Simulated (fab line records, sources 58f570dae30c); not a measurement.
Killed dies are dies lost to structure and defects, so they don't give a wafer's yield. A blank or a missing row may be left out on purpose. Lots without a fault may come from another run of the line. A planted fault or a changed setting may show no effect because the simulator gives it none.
Which tool did it? | flow berkeley_cmos170 | 7 lots, 21 wafers sampled, at 3 steps of a route of 331

WHAT THE GAUGES READ, wafer by wafer
UCB170_GATE_CD_MEAS_12: target cd 350 nm.
lot  | measured     | on        | cd_nm (nm)
L483 | day 6 06:43  | cd_sem-01 | 349.9 349.2 350.0
L485 | day 6 21:26  | cd_sem-02 | 351.0 350.2 351.2
L486 | day 6 21:59  | cd_sem-01 | 349.6 348.8 349.2
L489 | day 7 12:22  | cd_sem-02 | 349.7 350.9 351.3
L493 | day 8 04:34  | cd_sem-01 | 351.7 351.7 353.1
L500 | day 9 11:45  | cd_sem-01 | 348.8 348.2 349.6
L503 | day 10 11:18 | cd_sem-01 | 323.4 324.0 323.8

WHICH TOOL RAN EACH LOT (tool, then ch and the chambers of the sampled wafers, then the start)
lot  | UCB170_PFIELD_STRIP_08              | UCB170_GATE_SOFTBAKE_08
L483 | plasma_asher-04 ch 0,1, day 4 08:59 | litho_track-04 ch 0, day 6 05:00
L485 | plasma_asher-03 ch 0,1, day 5 06:23 | litho_track-01 ch 0, day 6 20:00
L486 | plasma_asher-04 ch 0,1, day 5 07:44 | litho_track-02 ch 0, day 6 21:00
L489 | plasma_asher-03 ch 0,1, day 5 15:09 | litho_track-02 ch 0, day 7 11:00
L493 | plasma_asher-03 ch 0,1, day 6 14:19 | litho_track-04 ch 0, day 8 03:00
L500 | plasma_asher-03 ch 1, day 7 22:08   | litho_track-04 ch 0, day 9 10:00
L503 | plasma_asher-04 ch 0,1, day 8 15:08 | litho_track-01 ch 0, day 10 10:00
- UCB170_PFIELD_STRIP_08: strips in O2.
- UCB170_GATE_SOFTBAKE_08: time 60 s.

THE ANSWER, worked out from the rows above alone
Rule: what is usual is taken from the lots themselves. Put in order of their means at a reading, lots are off if they are a third of the lots or fewer, leave a main group of 4 or more, and stand apart from it by a gap of 3 or more times the standard deviation of the main group's means; of several such gaps the widest counts. A main group whose means are all the same, to the digits that the tables above print for the reading, isn't used. A lot without any number at a reading at which 4 lots or more have one is off too. The other lots that the step has rows for count as sound.
Off: L503, at UCB170_GATE_CD_MEAS_12 (cd_nm). The main group: mean 350.2 nm, standard deviation 1.1.
A tool fits if, at a process step before that reading, it ran every lot that is off, and no sound lot after the first of them. The gauges at UCB170_GATE_CD_MEAS_12 are tried like those tools. Can't be told from this: 3 tools fit, plasma_asher-04 at UCB170_PFIELD_STRIP_08, litho_track-01 at UCB170_GATE_SOFTBAKE_08, cd_sem-01 at UCB170_GATE_CD_MEAS_12.

WHAT THE SIMULATOR HAD PUT IN
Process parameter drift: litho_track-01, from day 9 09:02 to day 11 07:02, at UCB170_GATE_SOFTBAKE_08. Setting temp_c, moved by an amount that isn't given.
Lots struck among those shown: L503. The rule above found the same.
